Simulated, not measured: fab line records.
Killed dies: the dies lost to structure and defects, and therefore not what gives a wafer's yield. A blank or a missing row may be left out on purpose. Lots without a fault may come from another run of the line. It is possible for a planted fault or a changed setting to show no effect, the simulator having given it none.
The tool behind it: which one? -- flow rit_cmos -- 13 lots with 39 wafers sampled at 3 steps, on a route of 202 steps

WHAT EACH GAUGE READ, for each wafer
RIT_CONTACT_CD_MEAS_08: target cd 1000 nm.
lot,measured,on,cd_nm (nm)
L335,day 3 09:55,cd_sem-01,1002.0 1000.7 1000.6
L336,day 3 15:59,cd_sem-02,996.9 996.4 997.8
L337,day 3 19:16,cd_sem-01,1001.4 1000.5 1001.5
L338,day 4 01:22,cd_sem-02,997.0 998.6 997.7
L339,day 4 05:56,cd_sem-01,998.1 998.2 999.8
L340,day 4 10:52,cd_sem-01,998.5 998.7 998.8
L341,day 4 17:13,cd_sem-01,998.2 1000.1 1001.7
L342,day 5 00:02,cd_sem-01,1003.6 1001.6 1001.3
L343,day 5 04:01,cd_sem-02,1000.0 996.9 998.5
L344,day 5 07:32,cd_sem-01,996.8 997.6 996.5
L356,day 7 16:39,cd_sem-01,995.0 996.8 994.3
L357,day 7 20:40,cd_sem-02,999.5 1000.0 1000.9
L358,day 8 03:53,cd_sem-02,995.0 994.1 996.4

RIT_CONTACT_OVL_MEAS_09.
lot,measured,on,CONTACT_OVL (nm)
L335,day 3 09:59,overlay-01,2.8 1.0 0.4
L336,day 3 16:04,overlay-01,0.6 1.2 -0.1
L337,day 3 19:22,overlay-01,1.7 3.2 1.9
L338,day 4 01:29,overlay-01,1.2 -0.6 0.2
L339,day 4 06:03,overlay-01,0.2 -0.5 -1.8
L340,day 4 10:59,overlay-01,1.4 2.9 1.3
L341,day 4 17:19,overlay-01,1.0 1.6 1.6
L342,day 5 00:08,overlay-01,1.4 1.9 1.2
L343,day 5 04:08,overlay-01,0.4 -0.4 -0.1
L344,day 5 07:39,overlay-02,0.4 2.2 1.6
L356,day 7 16:45,overlay-01,0.7 -0.4 -1.3
L357,day 7 20:47,overlay-01,0.0 0.9 0.1
L358,day 8 03:59,overlay-02,2.5 0.6 1.2

RIT_M1_OVL_MEAS_10.
lot,measured,on,M1_OVL (nm)
L335,day 3 12:55,overlay-01,2.1 0.6 2.7
L336,day 3 18:41,overlay-01,-0.8 -0.1 -1.7
L337,day 3 21:53,overlay-01,-0.7 -0.7 -0.9
L338,day 4 04:10,overlay-01,-1.2 1.0 -1.4
L339,day 4 08:40,overlay-01,0.3 -1.2 0.9
L340,day 4 13:31,overlay-01,-0.6 0.3 0.0
L341,day 4 19:49,overlay-02,-0.6 -0.4 -1.5
L342,day 5 02:46,overlay-02,-2.4 -2.1 -0.7
L343,day 5 06:43,overlay-01,-2.5 -0.8 -0.9
L344,day 5 10:16,overlay-01,2.2 2.2 2.7
L356,day 7 19:16,overlay-02,3.9 1.7 2.4
L357,day 7 23:32,overlay-02,-0.5 -0.8 -2.1
L358,day 8 06:30,overlay-02,-1.0 -2.6 -2.8

WHICH TOOL RAN EACH LOT (tool, then ch and the chambers of the sampled wafers, then the start)
No process step before these readings appears in the record.

AS READ BY THE TOOLS THEMSELVES (means over the sampled wafers that have a number; for cases with no such wafer, the mark the record gives instead)
The record holds no such reading with a usual standard deviation.

THE ANSWER, worked out from the rows above alone
Rule: what is usual is taken from the lots themselves. Put in order of their means at a reading, lots are off if they are a third of the lots or fewer, leave a main group of 4 or more, and stand apart from it by a gap of 3 or more times the standard deviation of the main group's means; of several such gaps the widest counts. The tables above print the reading to a certain number of digits; a main group whose means all agree to those digits is not used. Also off: a lot with no number at a reading for which 4 or more lots have one. All remaining lots with rows at the step are treated as sound. After the gauges, taken in route order, come the tools' own readings; for these a lot's mean is taken, as printed above. The first step at which some lot is off is used, and at that step the reading that is off furthest; a lot without a number counts as furthest.
No lot is off at any reading shown: from this, nothing can be told.

WHAT WAS PUT IN BY THE SIMULATOR
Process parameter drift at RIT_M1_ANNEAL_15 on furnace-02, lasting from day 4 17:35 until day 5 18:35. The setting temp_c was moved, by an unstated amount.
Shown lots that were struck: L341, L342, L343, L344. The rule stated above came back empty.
